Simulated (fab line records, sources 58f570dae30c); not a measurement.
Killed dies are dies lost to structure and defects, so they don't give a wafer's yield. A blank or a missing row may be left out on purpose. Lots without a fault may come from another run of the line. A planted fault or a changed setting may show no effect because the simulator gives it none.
Which tool did it? | flow berkeley_cmos170 | 14 lots, 42 wafers sampled, at 3 steps of a route of 331

WHAT THE GAUGES READ, wafer by wafer
UCB170_NLDD_TW_MEAS_11. Usual: NLDD_TW 2211, standard deviation 18.
lot  | measured     | on            | NLDD_TW                       | flag
L846 | day 6 20:13  | film_metro-01 | 2228 2234 2233                |
L842 | day 6 20:41  | film_metro-03 | 2208 2213 2191                |
L845 | day 6 21:03  | film_metro-04 | 2226 2221 2218                |
L848 | day 7 16:45  | film_metro-01 | 2224 2232 2246                |
L851 | day 8 07:46  | film_metro-01 | 2210 2214 2212                |
L850 | day 8 08:01  | film_metro-04 | 2209 2219 2201                |
L849 | day 8 08:49  | film_metro-04 | 2220 2208 2198                |
L852 | day 8 08:56  | film_metro-01 | 2219 2225 2212                |
L853 | day 8 10:41  | film_metro-03 | 2422 2429 2430 2422 2436 2437 | OFF
L854 | day 9 00:54  | film_metro-03 | 2172 2192 2193                |
L858 | day 9 15:21  | film_metro-03 | 2183 2195 2196                |
L862 | day 10 04:54 | film_metro-01 | 2489 2476 2472 2480 2478 2471 | OFF
L864 | day 11 01:32 | film_metro-01 | 2227 2236 2232                |
L865 | day 11 14:28 | film_metro-03 | 2203 2203 2206                |

UCB170_SDANNEAL_RS_MEAS_05: measures by four-point-probe. Usual: NLDD_RS 617.0 ohm/sq, standard deviation 1.7.
lot  | measured     | on            | NLDD_RS (ohm/sq)                    | flag
L846 | day 7 05:20  | film_metro-04 | 616.3 616.6 617.6                   |
L842 | day 7 05:22  | film_metro-01 | 615.6 614.9 616.7                   |
L845 | day 7 05:50  | film_metro-01 | 616.7 619.2 619.2                   |
L848 | day 8 01:11  | film_metro-03 | 617.4 617.9 617.1                   |
L851 | day 8 22:38  | film_metro-03 | 616.6 617.5 619.0                   |
L850 | day 8 22:55  | film_metro-01 | 619.9 619.8 619.9                   |
L849 | day 8 23:10  | film_metro-03 | 614.0 614.1 616.3                   |
L852 | day 9 00:26  | film_metro-01 | 619.3 619.4 620.4                   |
L853 | day 8 23:40  | film_metro-01 | 467.0 464.9 464.2 465.4 463.5 464.5 | OFF
L854 | day 10 01:30 | film_metro-04 | 616.9 617.1 614.4                   |
L858 | day 10 02:58 | film_metro-04 | 616.4 618.6 615.6                   |
L862 | day 10 14:38 | film_metro-03 | 464.9 465.3 465.4 465.7 464.9 465.2 | OFF
L864 | day 11 13:18 | film_metro-04 | 618.2 617.3 615.1                   |
L865 | day 12 01:41 | film_metro-03 | 617.6 615.2 616.5                   |

WHICH TOOL RAN EACH LOT (tool, then ch and the chambers of the sampled wafers, then the start)
lot  | UCB170_NLDD_IMPLANT_09
L846 | implanter-04 ch 0, day 6 19:58
L842 | implanter-03 ch 0, day 6 20:28
L845 | implanter-03 ch 0, day 6 20:49
L848 | implanter-03 ch 0, day 7 16:30
L851 | implanter-03 ch 0, day 8 07:31
L850 | implanter-01 ch 0, day 8 07:49
L849 | implanter-03 ch 0, day 8 08:34
L852 | implanter-01 ch 0, day 8 08:41
L853 | implanter-03 ch 0, day 8 10:08
L854 | implanter-03 ch 0, day 9 00:39
L858 | implanter-03 ch 0, day 9 15:07
L862 | implanter-03 ch 0, day 10 04:21
L864 | implanter-01 ch 0, day 11 01:17
L865 | implanter-04 ch 0, day 11 14:14
- UCB170_NLDD_IMPLANT_09

WHAT THE TOOLS THEMSELVES READ (means of the sampled wafers that have a number; where no wafer has one, the mark that the record gives instead)
UCB170_NLDD_IMPLANT_09. Usual: beam_on_s 10.01 s, standard deviation 0.19.
lot  | tool         | beam_on_s (s) | flag
L846 | implanter-04 | 10.03         |
L842 | implanter-03 | 9.87          |
L845 | implanter-03 | 10.06         |
L848 | implanter-03 | 10.11         |
L851 | implanter-03 | 9.98          |
L850 | implanter-01 | 9.89          |
L849 | implanter-03 | 10.00         |
L852 | implanter-01 | 9.96          |
L853 | implanter-03 | 10.03         |
L854 | implanter-03 | 10.02         |
L858 | implanter-03 | 9.97          |
L862 | implanter-03 | 9.89          |
L864 | implanter-01 | 10.04         |
L865 | implanter-04 | 10.10         |

THE ANSWER, worked out from the rows above alone
Rule: a lot is off if the mean of its wafers that have a number lies more than 3 standard deviations from the usual mean. A lot without any number at a reading at which 4 lots or more have one is off too. The other lots that the step has rows for count as sound. The gauges are gone through in route order, then the tools' own readings, and for those a lot's mean is taken as printed above. The first step at which some lot is off is used, and at that step the reading that is off furthest; a lot without a number counts as furthest.
Off: L853, L862, at UCB170_NLDD_TW_MEAS_11 (NLDD_TW).
A tool fits if, at a process step before that reading, it ran every lot that is off, and no sound lot after the first of them. The gauges at UCB170_NLDD_TW_MEAS_11 are tried like those tools. None of those tried fits.

WHAT THE SIMULATOR HAD PUT IN
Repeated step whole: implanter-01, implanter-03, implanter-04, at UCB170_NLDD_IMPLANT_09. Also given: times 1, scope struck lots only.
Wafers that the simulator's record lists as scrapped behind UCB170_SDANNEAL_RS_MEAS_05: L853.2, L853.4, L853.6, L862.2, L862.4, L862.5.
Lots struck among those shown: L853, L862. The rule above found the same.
